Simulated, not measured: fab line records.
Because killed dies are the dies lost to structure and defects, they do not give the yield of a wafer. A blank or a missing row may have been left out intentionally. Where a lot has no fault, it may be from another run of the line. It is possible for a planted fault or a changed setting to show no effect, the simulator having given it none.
A lot that was struck, set against a sound lot ; flow berkeleyCmos170 ; 16 steps out of a route of 331
Sound: wafers L142.1, L142.2, L142.5. Struck: wafers L148.2, L148.3, L148.6. Last of all comes the cause.
Per side, at each step with rows, come the tool, then ch with its chambers, and then its first start. Under that, the readings that differ: sound wafers ; struck wafers ; difference of the means ; sigmas: that difference in standard deviations of wafers without a fault.
alike: a reading whose means differ by less than 2 such deviations, as well as words and numbers matching on both sides. not compared: withheld readings; readings where some wafer has no value; bounds like >300 that might hide an equal value; numbers whose values overlap and for which the record gives no deviation.
Wherever a step has rows on one side only, a row that says differs or no value, or a row with sigmas, the two part there. Numbers that don't overlap but have no deviation are shown without sigmas and don't part them. A reading that every wafer of one side lacks parts them only if that side has two wafers or more.

first, 5 steps without rows for these wafers: UCB170_NLDD_COAT_01 (resist thk 900 nm); UCB170_NLDD_SOFTBAKE_02 (time 60 s); UCB170_NLDD_EXPOSE_03 (exposes mask NSELECT, target cd 1200 nm); UCB170_NLDD_PEB_04; UCB170_NLDD_DEVELOP_05 (develop time 45 s).
UCB170_NLDD_CD_MEAS_06: the cd target is 1200 nm.
  struck on cdSem-01, day 9 17:54; sound on cdSem-01, day 8 14:30
  alike: cdNm
UCB170_NLDD_OVL_MEAS_07:
  struck on overlay-01, day 9 18:01; sound on overlay-02, day 8 14:37
reading;sound;struck;difference;sigmas
NLDD_OVL (nm);5 3 3;-9 -7 -12;-13;-2
then, 2 steps without rows for these wafers: UCB170_NLDD_IMPLANT_08; UCB170_NLDD_IMPLANT_09.
UCB170_NLDD_STRIP_10: strips in O2.
  sound on plasmaAsher-02 ch 0,1, day 8 14:57; struck on plasmaAsher-01 ch 0,1, day 9 18:20
  alike: chamberPressureMTorr, drypumpMotorCurrentA, oesProductAu, stripTimeToEndpointS
  not compared: rfHoursCounterH
UCB170_NLDD_TW_MEAS_11:
  struck on filmMetro-03, day 9 18:27; sound on filmMetro-04, day 8 15:03
reading;sound;struck;difference;sigmas
NLDD_TW;2214 2196 2192;2237 2225 2231;+30;+3
then, 1 step without rows for these wafers: UCB170_NLDD_CLEAN_12 (cleans in SPM, time 600 s).
UCB170_SPACER_CVD_00: deposits SiO2 from TEOS/O2, target thk 376 nm, time 47 s.
  sound on pecvd-03 ch 0,2, day 8 15:17; struck on pecvd-03 ch 1,2, day 9 18:40
reading;sound;struck;difference;sigmas
model.SiO2_of_SPACER_CVD_00.thkNm (nm);373.7 379.2 381.8;608.1 605.6 613.4;+230.8;
  alike: heaterPowerW, susceptorTempC
UCB170_SPACER_THK_MEAS_01:
  struck on filmMetro-03, day 9 18:43; sound on filmMetro-03, day 8 15:20
reading;sound;struck;difference;sigmas
SPACER_TEOS_THK (nm);374 379 381;608 606 613;+231;+44
then, 1 step without rows for these wafers: UCB170_SPACER_ANNEAL_02 (time 1800 s).
UCB170_SPACER_ETCHBACK_03: etches SiO2 in CHF3/CF4/Ar, stops on Si, target depth 376 nm, time 100 s.
  sound on rieDiel-04 ch 0,2,3, day 8 18:13; struck on rieDiel-02 ch 0,2,3, day 9 20:48
reading;sound;struck;difference;sigmas
chamberPressureMTorr (mTorr);200.16 201.47 200.17;200.14 200.01 199.55;-0.70;-3
oesProductAu (a.u.);0.893 0.900 0.912;1.025 1.013 0.989;+0.107;+8
model.etch.depthNm (nm);373.7 379.2 381.8;428.6 440.2 424.5;+52.9;
  alike: drypumpMotorCurrentA, throttleValvePct
  not compared: rfHoursCounterH

WHERE THEY PART
Last at UCB170_SPACER_ETCHBACK_03 as far as this record goes, first at UCB170_NLDD_OVL_MEAS_07.

WHY: what had been put in by the simulator
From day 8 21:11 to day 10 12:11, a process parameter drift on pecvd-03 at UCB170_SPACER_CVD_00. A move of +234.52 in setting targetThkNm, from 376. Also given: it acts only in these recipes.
